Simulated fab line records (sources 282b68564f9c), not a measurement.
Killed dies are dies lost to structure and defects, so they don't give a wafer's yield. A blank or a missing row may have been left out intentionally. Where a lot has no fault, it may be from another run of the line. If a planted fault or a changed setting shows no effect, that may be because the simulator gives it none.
Which of the tools did it? | flow ritCmos | 14 lots, 42 wafers sampled, at 5 steps of a route of 202

## WHAT EACH GAUGE READ, for each wafer
RIT_FOX2_THK_MEAS_90.
lot  | measured    | on           | FIELD_OXIDE_LEFT_1_THK (nm)
L232 | day 1 19:39 | filmMetro-04 | 326 329 326
L233 | day 2 03:22 | filmMetro-02 | 324 315 329
L234 | day 2 09:00 | filmMetro-04 | 330 330 334
L235 | day 2 17:13 | filmMetro-02 | 325 331 331
L236 | day 2 22:57 | filmMetro-04 | 317 319 309
L238 | day 3 07:32 | filmMetro-03 | 330 325 331
L239 | day 3 13:09 | filmMetro-04 | 326 329 326
L241 | day 3 18:40 | filmMetro-02 | 320 327 330
L242 | day 4 06:41 | filmMetro-04 | 325 323 324
L244 | day 4 12:58 | filmMetro-02 | 318 317 319
L251 | day 5 19:52 | filmMetro-04 | 332 336 332
L252 | day 6 00:25 | filmMetro-03 | 325 331 330
L253 | day 6 05:38 | filmMetro-04 | 325 323 327
L254 | day 6 11:13 | filmMetro-04 | 323 318 323

RIT_NRETRO_TW_MEAS_10.
lot  | measured    | on           | NRETRO_TW
L232 | day 2 06:23 | filmMetro-01 | 1040 1034 1035
L233 | day 2 15:28 | filmMetro-02 | 1056 1055 1052
L234 | day 2 22:29 | filmMetro-03 | 1055 1053 1057
L235 | day 3 05:02 | filmMetro-03 | 1052 1044 1048
L236 | day 3 11:04 | filmMetro-02 | 1052 1055 1055
L238 | day 3 19:08 | filmMetro-03 | 1054 1052 1048
L239 | day 4 00:46 | filmMetro-02 | 1049 1056 1044
L241 | day 4 09:01 | filmMetro-01 | 897 896 898 892 894 899
L242 | day 4 16:56 | filmMetro-03 | 1048 1050 1053
L244 | day 5 00:53 | filmMetro-02 | 904 906 907 903 901 903
L251 | day 6 07:14 | filmMetro-01 | 1044 1041 1046
L252 | day 6 11:40 | filmMetro-01 | 1047 1047 1051
L253 | day 6 16:12 | filmMetro-03 | 1052 1051 1057
L254 | day 6 21:50 | filmMetro-03 | 1056 1049 1058

RIT_FOX2_THK_MEAS_91.
lot  | measured    | on           | FIELD_OXIDE_LEFT_2_THK (nm)
L232 | day 2 08:25 | filmMetro-04 | 257 261 257
L233 | day 2 17:38 | filmMetro-04 | 255 247 261
L234 | day 3 00:38 | filmMetro-02 | 261 262 266
L235 | day 3 07:11 | filmMetro-03 | 256 263 262
L236 | day 3 13:06 | filmMetro-03 | 249 250 241
L238 | day 3 21:17 | filmMetro-04 | 263 258 264
L239 | day 4 02:47 | filmMetro-03 | 258 262 258
L241 | day 4 13:36 | filmMetro-04 | 252 259 262
L242 | day 4 19:11 | filmMetro-04 | 257 254 256
L244 | day 5 08:02 | filmMetro-03 | 250 248 251
L251 | day 6 09:23 | filmMetro-03 | 264 267 264
L252 | day 6 13:43 | filmMetro-02 | 257 263 263
L253 | day 6 18:19 | filmMetro-02 | 257 255 258
L254 | day 6 23:56 | filmMetro-02 | 255 250 256

## TOOL THAT RAN EACH LOT (tool first, then ch and the chambers of the sampled wafers, then the start)
lot  | RIT_PWELL_STRIP_09                 | RIT_NRETRO_IMPLANT_08
L232 | plasmaAsher-04 ch 0,1, day 1 22:50 | implanter-03 ch 0, day 2 06:04
L233 | plasmaAsher-03 ch 0,1, day 2 06:35 | implanter-04 ch 0, day 2 15:10
L234 | plasmaAsher-04 ch 0,1, day 2 12:03 | implanter-03 ch 0, day 2 22:09
L235 | plasmaAsher-02 ch 0,1, day 2 20:27 | implanter-04 ch 0, day 3 04:45
L236 | plasmaAsher-02 ch 0,1, day 3 02:07 | implanter-04 ch 0, day 3 10:46
L238 | plasmaAsher-04 ch 0,1, day 3 10:34 | implanter-03 ch 0, day 3 18:49
L239 | plasmaAsher-04 ch 0,1, day 3 16:14 | implanter-03 ch 0, day 4 00:26
L241 | plasmaAsher-03 ch 0,1, day 3 21:52 | implanter-03 ch 0, day 4 08:44
L242 | plasmaAsher-03 ch 0,1, day 4 09:53 | implanter-01 ch 0, day 4 16:38
L244 | plasmaAsher-03 ch 0,1, day 4 16:08 | implanter-03 ch 0, day 5 00:34
L251 | plasmaAsher-03 ch 0,1, day 5 23:22 | implanter-04 ch 0, day 6 06:55
L252 | plasmaAsher-02 ch 0,1, day 6 03:31 | implanter-01 ch 0, day 6 11:23
L253 | plasmaAsher-04 ch 0,1, day 6 08:53 | implanter-01 ch 0, day 6 15:53
L254 | plasmaAsher-02 ch 0,1, day 6 14:26 | implanter-01 ch 0, day 6 21:31
- RIT_PWELL_STRIP_09: strips in O2, time 180 s.
- RIT_NRETRO_IMPLANT_08

## WHAT THE TOOLS THEMSELVES READ (means of the sampled wafers that have a number; where no wafer has one, the mark that the record gives instead)
RIT_PWELL_STRIP_09.
lot  | tool           | drypumpMotorCurrentA (A) | rfReflPowerW (W)
L232 | plasmaAsher-04 | 5.59                     | 5.0
L233 | plasmaAsher-03 | 5.52                     | 5.8
L234 | plasmaAsher-04 | 5.62                     | 5.0
L235 | plasmaAsher-02 | 5.84                     | 6.7
L236 | plasmaAsher-02 | 5.94                     | 7.5
L238 | plasmaAsher-04 | 5.41                     | 5.6
L239 | plasmaAsher-04 | 5.40                     | 5.7
L241 | plasmaAsher-03 | 5.62                     | 5.6
L242 | plasmaAsher-03 | 5.51                     | 5.7
L244 | plasmaAsher-03 | 5.49                     | 5.6
L251 | plasmaAsher-03 | 5.59                     | 5.6
L252 | plasmaAsher-02 | 5.94                     | 7.6
L253 | plasmaAsher-04 | 5.60                     | 5.1
L254 | plasmaAsher-02 | 5.93                     | 7.7

RIT_NRETRO_IMPLANT_08.
lot  | tool         | doseIonsCm2 | faradayCurrentUA
L232 | implanter-03 | 1.0006e+13  | 32.1
L233 | implanter-04 | 1.0010e+13  | 32.0
L234 | implanter-03 | 9.9960e+12  | 31.2
L235 | implanter-04 | 1.0001e+13  | 32.3
L236 | implanter-04 | 1.0005e+13  | 31.7
L238 | implanter-03 | 1.0004e+13  | 31.3
L239 | implanter-03 | 1.0016e+13  | 31.8
L241 | implanter-03 | 6.1937e+12  | 19.5
L242 | implanter-01 | 9.9973e+12  | 32.1
L244 | implanter-03 | 6.1823e+12  | 19.4
L251 | implanter-04 | 1.0002e+13  | 31.8
L252 | implanter-01 | 1.0012e+13  | 31.6
L253 | implanter-01 | 1.0011e+13  | 31.3
L254 | implanter-01 | 9.9927e+12  | 32.1

## THE ANSWER, worked out from the rows above alone
Rule: what is usual is taken from the lots themselves. The widest of any qualifying gaps counts: lots, ordered by their means at a reading, are off when they make up no more than a third of the lots, leave a main group of 4 or more, and stand apart from it by 3 or more times the standard deviation of that group's means. The tables above print the reading to a certain number of digits; a main group whose means all agree to those digits is not used. A lot without any number at a reading at which 4 lots or more have one is off too. All remaining lots with rows at the step are treated as sound. Order of review: gauges by route order, followed by the tools' own readings, for which a lot's mean as printed above is used. The first step at which some lot is off is used, and at that step the reading that is off furthest; a lot without a number counts as furthest.
Off: L241, L244, seen at RIT_NRETRO_TW_MEAS_10 (NRETRO_TW). Main group: mean 1050, sd 5.2.
A tool fits if, at a process step before that reading, it ran every lot that is off, and no sound lot after the first of them. Not tried: the gauges at RIT_NRETRO_TW_MEAS_10; whatever is off there is also off at RIT_NRETRO_IMPLANT_08, on other tools, and gauge error can't account for it. One fits: RIT_NRETRO_IMPLANT_08 on implanter-03. A fault onset in the window from L239 (day 4 00:26, its last sound lot) to L241 (day 4 08:44, its first lot off) fits.
The tool's own readings at RIT_NRETRO_IMPLANT_08 bear it out: on the lots that are off they differ by more than 5 times the standard deviation of the sound lots' means. doseIonsCm2 reads 6.1880e+12 there against 1.0004e+13 on the sound lots; faradayCurrentUA reads 19.4 there against 31.8 on the sound lots.

## WHAT THE SIMULATOR PUT IN
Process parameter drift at RIT_NRETRO_IMPLANT_08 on implanter-03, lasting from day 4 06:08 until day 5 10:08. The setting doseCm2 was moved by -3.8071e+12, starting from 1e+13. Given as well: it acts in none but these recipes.
Struck lots among those shown: L241, L244. This agrees with what the rule above found.
